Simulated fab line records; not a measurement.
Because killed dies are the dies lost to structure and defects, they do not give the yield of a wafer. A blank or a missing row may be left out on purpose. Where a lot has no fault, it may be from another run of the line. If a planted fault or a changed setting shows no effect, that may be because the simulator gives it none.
Lot-split experiment -- flow rit cmos -- route with 202 steps; 5 lots, 23 wafers read

SPLIT DETAILS
At RIT_ACTIVE_COAT_06 (resist thk 1000 nm), the setting resist thk nm was moved away from the recipe's 1000 nm on 9 of the 23 wafers read, by -5.3% to -4.8%. All remaining wafers had this setting at the recipe value.

FROM THE SPLIT TO THE READING: what the file shows between them, 8 steps
- RIT_ACTIVE_SOFTBAKE_07: time 60 s
- RIT_ACTIVE_EXPOSE_08: exposes mask M1, target cd 1400 nm
- RIT_ACTIVE_PEB_09
- RIT_ACTIVE_DEVELOP_10: develop time 50 s
- RIT_ACTIVE_CD_MEAS_11: target cd 1400 nm
- RIT_ACTIVE_HARDBAKE_12: time 60 s
- RIT_ACTIVE_ETCH_13: etches Si3N4 in SF6, stops on SiO2, time 210 s, target depth 210 nm (also split here: pressure mtorr)
- RIT_ACTIVE_STRIP_14: strips in O2, time 180 s

THE READING
cd nm at RIT_ACTIVE_CD_MEAS_90, given in nm (cd target 1400 nm). Typical for fault-free wafers on this fab line: 1399.3 nm, with standard deviation 2.4 nm.

wafer,"tool, chamber at the split","resist thk nm as run, nm",against the recipe,"cd nm, nm",against lot-mates on the recipe
L075.2,"litho track-04, 0",1000,recipe,1398.7,-
L075.3,"litho track-04, 0",1000,recipe,1398.7,-
L075.4,"litho track-04, 0",1000,recipe,1398.9,-
L075.5,"litho track-04, 0",1000,recipe,1397.4,-
L075.6,"litho track-04, 0",1000,recipe,1398.2,-
L077.1,"litho track-04, 0",946.6,-5.3%,1391.3,-5.8
L077.2,"litho track-04, 0",1000,recipe,1397.3,-
L077.4,"litho track-04, 0",1000,recipe,1396.9,-
L077.5,"litho track-04, 0",946.6,-5.3%,1393.9,-3.2
L077.6,"litho track-04, 0",946.6,-5.3%,1395.2,-1.9
L079.1,"litho track-04, 0",951.2,-4.9%,1394.8,-4.9
L079.2,"litho track-04, 0",1000,recipe,1399.7,-
L079.3,"litho track-04, 0",1000,recipe,1399.7,-
L079.4,"litho track-04, 0",951.2,-4.9%,1395.5,-4.2
L079.5,"litho track-04, 0",951.2,-4.9%,1395.7,-4.0
L083.1,"litho track-03, 0",1000,recipe,1395.6,-
L083.3,"litho track-03, 0",1000,recipe,1393.0,-
L083.5,"litho track-03, 0",1000,recipe,1395.8,-
L085.1,"litho track-03, 0",1000,recipe,1400.5,-
L085.2,"litho track-03, 0",952.3,-4.8%,1396.9,-4.8
L085.3,"litho track-03, 0",1000,recipe,1402.8,-
L085.4,"litho track-03, 0",952.3,-4.8%,1398.8,-2.9
L085.6,"litho track-03, 0",952.3,-4.8%,1397.7,-4.0

THE FIT
A straight line over all 23 wafers: cd nm changes by +0.535 nm for each +1% of resist thk nm; r = +0.51; the points scatter about the line by 2.3 nm.
The same after taking each lot's own level away (the mean of its wafers on the recipe; 23 wafers): +0.784 nm for each +1%; r = +0.89; scatter 1 nm.
That fit puts the effect of the largest move of resist thk nm on the reading at 4.2 nm.
Across the lots, their own levels run from 1394.80 to 1401.65 nm, a range of 2.9 times the standard deviation given above.
So the lot-to-lot level blurs the effect unless lot-mates are compared.
Check: for one of the wafers moved furthest among these (-5.3%), held out of the fit, the line's prediction against its lot-mates is -3.97 nm. It came out at -5.8 nm against them.

ADDITIONAL SPLITS CARRIED BY THESE WAFERS
Before the reading, these wafers also passed through other splits. Each is held against what the fit with the lots' levels taken away leaves over:
other split on the same wafers,wafers away from the commonest value,r with cd nm (lot level and that fit taken away)
RIT_ACTIVE_CVD_03 pressure mtorr,15,-0.22
RIT_ACTIVE_ETCH_13 pressure mtorr,18,+0.06

THE WHOLE CHAIN: every reading that the file lists as answering this split, in the file's order
step,what it does,reading,change (the file's fit),r (the file's)
RIT_ACTIVE_COAT_06,resist thk 1000 nm,"NOVOLAK_of_ACTIVE_COAT_06.thk nm (the simulator's own value, which no gauge read)",+9.86 nm for each +1% of the setting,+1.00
RIT_ACTIVE_CD_MEAS_11,target cd 1400 nm,cd nm,+0.796 nm for each +1% of the setting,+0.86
RIT_ACTIVE_HARDBAKE_12,time 60 s,"NOVOLAK_of_ACTIVE_COAT_06.thk nm (the simulator's own value, which no gauge read)",+8.62 nm for each +1% of the setting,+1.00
RIT_ACTIVE_CD_MEAS_90,target cd 1400 nm,cd nm,+0.787 nm for each +1% of the setting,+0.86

THE FILE'S OWN FIT
cd nm changes by +0.787 nm for each +1% of resist thk nm, r = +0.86.
